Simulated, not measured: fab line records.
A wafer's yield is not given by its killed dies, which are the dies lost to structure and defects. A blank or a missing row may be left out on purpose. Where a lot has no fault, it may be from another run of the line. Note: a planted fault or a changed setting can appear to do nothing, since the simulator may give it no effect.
Lot-split experiment || flow rit-cmos || route with 202 steps; 5 lots, 23 wafers read

ABOUT THE SPLIT
At RIT_NLDD_COAT_01 (resist thk 1000 nm), the setting resist-thk-nm was moved away from the recipe's 1000 nm on 7 of the 23 wafers read, by -5.2% to +2.4%. All remaining wafers had this setting at the recipe value.

FROM THE SPLIT TO THE READING: what the file shows between them, 3 steps
- RIT_NLDD_SOFTBAKE_02: time 60 s
- RIT_NLDD_EXPOSE_03: exposes mask M7, target cd 40700 nm
- RIT_NLDD_DEVELOP_05: develop time 50 s

THE READING
NOVOLAK_of_NLDD_COAT_01.thk-nm (the simulator's own value, which no gauge read), in nm, at RIT_NLDD_HARDBAKE_07 (time 60 s). There is no usual value for it anywhere in the file. Here, 16 wafers ran the recipe; their average is 886.5 nm with a standard deviation of 2.6 nm.

{"wafer": "L079.1", "tool, chamber at the split": "litho-track-03, 0", "resist-thk-nm as run, nm": 1000, "against the recipe": "recipe", "NOVOLAK_of_NLDD_COAT_01.thk-nm, nm": 889.3, "against lot-mates on the recipe": "-"}
{"wafer": "L079.2", "tool, chamber at the split": "litho-track-03, 0", "resist-thk-nm as run, nm": 1000, "against the recipe": "recipe", "NOVOLAK_of_NLDD_COAT_01.thk-nm, nm": 887.7, "against lot-mates on the recipe": "-"}
{"wafer": "L079.3", "tool, chamber at the split": "litho-track-03, 0", "resist-thk-nm as run, nm": 961.6, "against the recipe": "-3.8%", "NOVOLAK_of_NLDD_COAT_01.thk-nm, nm": 854.8, "against lot-mates on the recipe": -33.6}
{"wafer": "L079.4", "tool, chamber at the split": "litho-track-03, 0", "resist-thk-nm as run, nm": 1000, "against the recipe": "recipe", "NOVOLAK_of_NLDD_COAT_01.thk-nm, nm": 888.3, "against lot-mates on the recipe": "-"}
{"wafer": "L079.6", "tool, chamber at the split": "litho-track-03, 0", "resist-thk-nm as run, nm": 961.6, "against the recipe": "-3.8%", "NOVOLAK_of_NLDD_COAT_01.thk-nm, nm": 851.6, "against lot-mates on the recipe": -36.8}
{"wafer": "L080.1", "tool, chamber at the split": "litho-track-03, 0", "resist-thk-nm as run, nm": 1000, "against the recipe": "recipe", "NOVOLAK_of_NLDD_COAT_01.thk-nm, nm": 889.2, "against lot-mates on the recipe": "-"}
{"wafer": "L080.3", "tool, chamber at the split": "litho-track-03, 0", "resist-thk-nm as run, nm": 1000, "against the recipe": "recipe", "NOVOLAK_of_NLDD_COAT_01.thk-nm, nm": 890.5, "against lot-mates on the recipe": "-"}
{"wafer": "L080.4", "tool, chamber at the split": "litho-track-03, 0", "resist-thk-nm as run, nm": 1000, "against the recipe": "recipe", "NOVOLAK_of_NLDD_COAT_01.thk-nm, nm": 889.1, "against lot-mates on the recipe": "-"}
{"wafer": "L080.5", "tool, chamber at the split": "litho-track-03, 0", "resist-thk-nm as run, nm": 1000, "against the recipe": "recipe", "NOVOLAK_of_NLDD_COAT_01.thk-nm, nm": 889.1, "against lot-mates on the recipe": "-"}
{"wafer": "L080.6", "tool, chamber at the split": "litho-track-03, 0", "resist-thk-nm as run, nm": 1000, "against the recipe": "recipe", "NOVOLAK_of_NLDD_COAT_01.thk-nm, nm": 888.4, "against lot-mates on the recipe": "-"}
{"wafer": "L081.1", "tool, chamber at the split": "litho-track-04, 0", "resist-thk-nm as run, nm": 947.6, "against the recipe": "-5.2%", "NOVOLAK_of_NLDD_COAT_01.thk-nm, nm": 835.7, "against lot-mates on the recipe": -47.2}
{"wafer": "L081.2", "tool, chamber at the split": "litho-track-04, 0", "resist-thk-nm as run, nm": 947.6, "against the recipe": "-5.2%", "NOVOLAK_of_NLDD_COAT_01.thk-nm, nm": 836.6, "against lot-mates on the recipe": -46.3}
{"wafer": "L081.3", "tool, chamber at the split": "litho-track-04, 0", "resist-thk-nm as run, nm": 1000, "against the recipe": "recipe", "NOVOLAK_of_NLDD_COAT_01.thk-nm, nm": 883.7, "against lot-mates on the recipe": "-"}
{"wafer": "L081.5", "tool, chamber at the split": "litho-track-04, 0", "resist-thk-nm as run, nm": 1000, "against the recipe": "recipe", "NOVOLAK_of_NLDD_COAT_01.thk-nm, nm": 882.1, "against lot-mates on the recipe": "-"}
{"wafer": "L081.6", "tool, chamber at the split": "litho-track-04, 0", "resist-thk-nm as run, nm": 947.6, "against the recipe": "-5.2%", "NOVOLAK_of_NLDD_COAT_01.thk-nm, nm": 837.3, "against lot-mates on the recipe": -45.6}
{"wafer": "L083.1", "tool, chamber at the split": "litho-track-03, 0", "resist-thk-nm as run, nm": 1000, "against the recipe": "recipe", "NOVOLAK_of_NLDD_COAT_01.thk-nm, nm": 883, "against lot-mates on the recipe": "-"}
{"wafer": "L083.2", "tool, chamber at the split": "litho-track-03, 0", "resist-thk-nm as run, nm": 1000, "against the recipe": "recipe", "NOVOLAK_of_NLDD_COAT_01.thk-nm, nm": 885.3, "against lot-mates on the recipe": "-"}
{"wafer": "L083.3", "tool, chamber at the split": "litho-track-03, 0", "resist-thk-nm as run, nm": 1000, "against the recipe": "recipe", "NOVOLAK_of_NLDD_COAT_01.thk-nm, nm": 884.2, "against lot-mates on the recipe": "-"}
{"wafer": "L084.1", "tool, chamber at the split": "litho-track-02, 0", "resist-thk-nm as run, nm": 1000, "against the recipe": "recipe", "NOVOLAK_of_NLDD_COAT_01.thk-nm, nm": 883.6, "against lot-mates on the recipe": "-"}
{"wafer": "L084.2", "tool, chamber at the split": "litho-track-02, 0", "resist-thk-nm as run, nm": 1024, "against the recipe": "+2.4%", "NOVOLAK_of_NLDD_COAT_01.thk-nm, nm": 906.5, "against lot-mates on the recipe": "+21.7"}
{"wafer": "L084.3", "tool, chamber at the split": "litho-track-02, 0", "resist-thk-nm as run, nm": 1024, "against the recipe": "+2.4%", "NOVOLAK_of_NLDD_COAT_01.thk-nm, nm": 903.8, "against lot-mates on the recipe": "+19.0"}
{"wafer": "L084.5", "tool, chamber at the split": "litho-track-02, 0", "resist-thk-nm as run, nm": 1000, "against the recipe": "recipe", "NOVOLAK_of_NLDD_COAT_01.thk-nm, nm": 886.2, "against lot-mates on the recipe": "-"}
{"wafer": "L084.6", "tool, chamber at the split": "litho-track-02, 0", "resist-thk-nm as run, nm": 1000, "against the recipe": "recipe", "NOVOLAK_of_NLDD_COAT_01.thk-nm, nm": 884.6, "against lot-mates on the recipe": "-"}

THE FIT
A straight line over all 23 wafers: NOVOLAK_of_NLDD_COAT_01.thk-nm changes by +9.1 nm for each +1% of resist-thk-nm; r = +0.99; the points scatter about the line by 2.7 nm.
The same after taking each lot's own level away (the mean of its wafers on the recipe; 23 wafers): +8.87 nm for each +1%; r = +1.00; scatter 1.1 nm.
According to that fit, moving resist-thk-nm by its largest amount changes the reading by 46 nm.
The span of the lots' own levels, 882.90 to 889.26 nm, comes to 2.4 times the standard deviation stated above.
The two slopes agree, so the slope changes little with the lot-to-lot level.
Check: -46.5 nm against its lot-mates is what the line predicts for one of the wafers moved furthest among these (-5.2%) when that wafer is left out of the fit. It came out at -47.2 nm against them.

OTHER SPLITS ON THESE WAFERS
These wafers also went through other splits before the reading. Each is held against what the fit with the lots' levels taken away leaves over:
{"other split on the same wafers": "RIT_ACTIVE_CVD_03 nh3-flow-sccm", "wafers away from the commonest value": 15, "r with NOVOLAK_of_NLDD_COAT_01.thk-nm (lot level and that fit taken away)": "+0.01"}
{"other split on the same wafers": "RIT_ACTIVE_DEVELOP_10 dev-temp-c", "wafers away from the commonest value": 8, "r with NOVOLAK_of_NLDD_COAT_01.thk-nm (lot level and that fit taken away)": -0.24}
{"other split on the same wafers": "RIT_FOX2_OXIDATION_00 temp-c", "wafers away from the commonest value": 18, "r with NOVOLAK_of_NLDD_COAT_01.thk-nm (lot level and that fit taken away)": -0.11}
{"other split on the same wafers": "RIT_NWELL_COAT_01 spin-rpm", "wafers away from the commonest value": 6, "r with NOVOLAK_of_NLDD_COAT_01.thk-nm (lot level and that fit taken away)": -0.14}
{"other split on the same wafers": "RIT_NWELL_IMPLANT_08 energy-kev", "wafers away from the commonest value": 11, "r with NOVOLAK_of_NLDD_COAT_01.thk-nm (lot level and that fit taken away)": "+0.26"}
{"other split on the same wafers": "RIT_PRETRO_IMPLANT_08 energy-kev", "wafers away from the commonest value": 5, "r with NOVOLAK_of_NLDD_COAT_01.thk-nm (lot level and that fit taken away)": "+0.07"}
{"other split on the same wafers": "RIT_GATE_OXIDATION_05 temp-c", "wafers away from the commonest value": 18, "r with NOVOLAK_of_NLDD_COAT_01.thk-nm (lot level and that fit taken away)": -0.19}
{"other split on the same wafers": "RIT_GATE_DEVELOP_15 dev-temp-c", "wafers away from the commonest value": 8, "r with NOVOLAK_of_NLDD_COAT_01.thk-nm (lot level and that fit taken away)": -0.28}

THE WHOLE CHAIN: every reading that the file lists as answering this split, in the file's order
{"step": "RIT_NLDD_COAT_01", "what it does": "resist thk 1000 nm", "reading": "NOVOLAK_of_NLDD_COAT_01.thk-nm (the simulator's own value, which no gauge read)", "change (the file's fit)": "+10.2 nm for each +1% of the setting", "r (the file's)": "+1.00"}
{"step": "RIT_NLDD_HARDBAKE_07", "what it does": "time 60 s", "reading": "NOVOLAK_of_NLDD_COAT_01.thk-nm (the simulator's own value, which no gauge read)", "change (the file's fit)": "+8.9 nm for each +1% of the setting", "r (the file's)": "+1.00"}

THE FILE'S OWN FIT
NOVOLAK_of_NLDD_COAT_01.thk-nm changes by +8.9 nm for each +1% of resist-thk-nm, r = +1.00.
